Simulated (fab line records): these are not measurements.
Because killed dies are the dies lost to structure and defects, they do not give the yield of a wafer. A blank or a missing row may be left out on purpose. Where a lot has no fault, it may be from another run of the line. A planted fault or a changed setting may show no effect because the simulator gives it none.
A single fault, viewed from 2 desks || flow berkeleyCmos170 || every desk sees just its own numbers, and what lay behind them comes last

DESK OF THE TOOL OWNER: plasmaAsher-01
The tool's own readings at UCB170_ACTIVE_STRIP_16 (strips in O2): means of the sampled wafers that have a number, for each lot that ran on this tool. The brackets show how far a lot's mean lies from the usual mean; more than 4 standard deviations puts the lot out of limits, marked OUT.
Columns: A = drypumpMotorCurrentA at UCB170_ACTIVE_STRIP_16, usual 5.8 A; B = oesProductAu at UCB170_ACTIVE_STRIP_16, usual 0.720 a.u.; C = stripTimeToEndpointS at UCB170_ACTIVE_STRIP_16, usual 18.07 s
{"lot": "L414", "first seen here": "day 4 22:30", "A": 5.3, "B": 0.719, "C": 18.22}
{"lot": "L422", "first seen here": "day 6 16:37", "A": 5.3, "B": 0.722, "C": 18.06}
{"lot": "L424", "first seen here": "day 7 03:07", "A": 5.2, "B": 0.725, "C": 18.01}
{"lot": "L429", "first seen here": "day 8 00:59", "A": 5.2, "B": 0.704, "C": "18.46 (+4.1) OUT"}
{"lot": "L431", "first seen here": "day 8 01:20", "A": 5.3, "B": 0.707, "C": "18.53 (+4.8) OUT"}
This desk's verdict: out of limits on L429, L431, starting with L429 at day 8 00:59 (stripTimeToEndpointS at UCB170_ACTIVE_STRIP_16). L414, L422, L424 stayed within limits.

METROLOGY DESK
Means of the sampled wafers that have a number, per lot and without regard to the tool the lot ran on: this is what the gauges read. The brackets show how far a lot's mean lies from the usual mean; more than 4 standard deviations puts the lot out of limits, marked OUT.
Columns: A = NWELL_OVL at UCB170_NWELL_OVL_MEAS_12, usual 0 nm; B = PWELL_OVL at UCB170_PWELL_OVL_MEAS_13, usual 0 nm; C = PFIELD_OVL at UCB170_PFIELD_OVL_MEAS_06, usual 4 nm
{"lot": "L414", "first seen here": "day 2 13:37", "A": 6, "B": 6, "C": -2}
{"lot": "L415", "first seen here": "day 2 23:57", "A": -6, "B": 5, "C": 4}
{"lot": "L417", "first seen here": "day 3 12:13", "A": -6, "B": 5, "C": 1}
{"lot": "L418", "first seen here": "day 3 12:14", "A": 4, "B": -2, "C": 3}
{"lot": "L419", "first seen here": "day 4 00:41", "A": -7, "B": 5, "C": 1}
{"lot": "L420", "first seen here": "day 4 03:18", "A": -5, "B": -3, "C": 6}
{"lot": "L422", "first seen here": "day 4 10:18", "A": 8, "B": -3, "C": 2}
{"lot": "L423", "first seen here": "day 4 17:36", "A": -1, "B": 12, "C": 6}
{"lot": "L424", "first seen here": "day 4 20:23", "A": 6, "B": -6, "C": -2}
{"lot": "L425", "first seen here": "day 5 00:41", "A": 8, "B": -7, "C": 3}
{"lot": "L426", "first seen here": "day 5 09:23", "A": -7, "B": -5, "C": 14}
{"lot": "L430", "first seen here": "day 6 02:10", "A": -1, "B": -0, "C": 2}
{"lot": "L429", "first seen here": "day 6 02:26", "A": -6, "B": 10, "C": 2}
{"lot": "L431", "first seen here": "day 6 02:39", "A": 3, "B": -4, "C": 8}
This desk's verdict: no lot among the 14 shows anything out of limits.

BROUGHT TOGETHER
The tool owner's desk could have raised an alarm at day 8 00:59, on L429, L431.
From the metrology desk's view, nothing was out of limits.
The metrology desk holds a record of L429, L431, inside its limits.
The lots listed all ran UCB170_ACTIVE_STRIP_16 on plasmaAsher-01.

WHAT THE SIMULATOR PUT IN
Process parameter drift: plasmaAsher-01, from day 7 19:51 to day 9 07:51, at UCB170_ACTIVE_STRIP_16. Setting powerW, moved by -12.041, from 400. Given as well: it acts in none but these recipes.
Lots struck among those shown: L429, L431.
Time in hours from fault onset to the first out-of-limits reading at each desk: the tool owner's desk, 5.
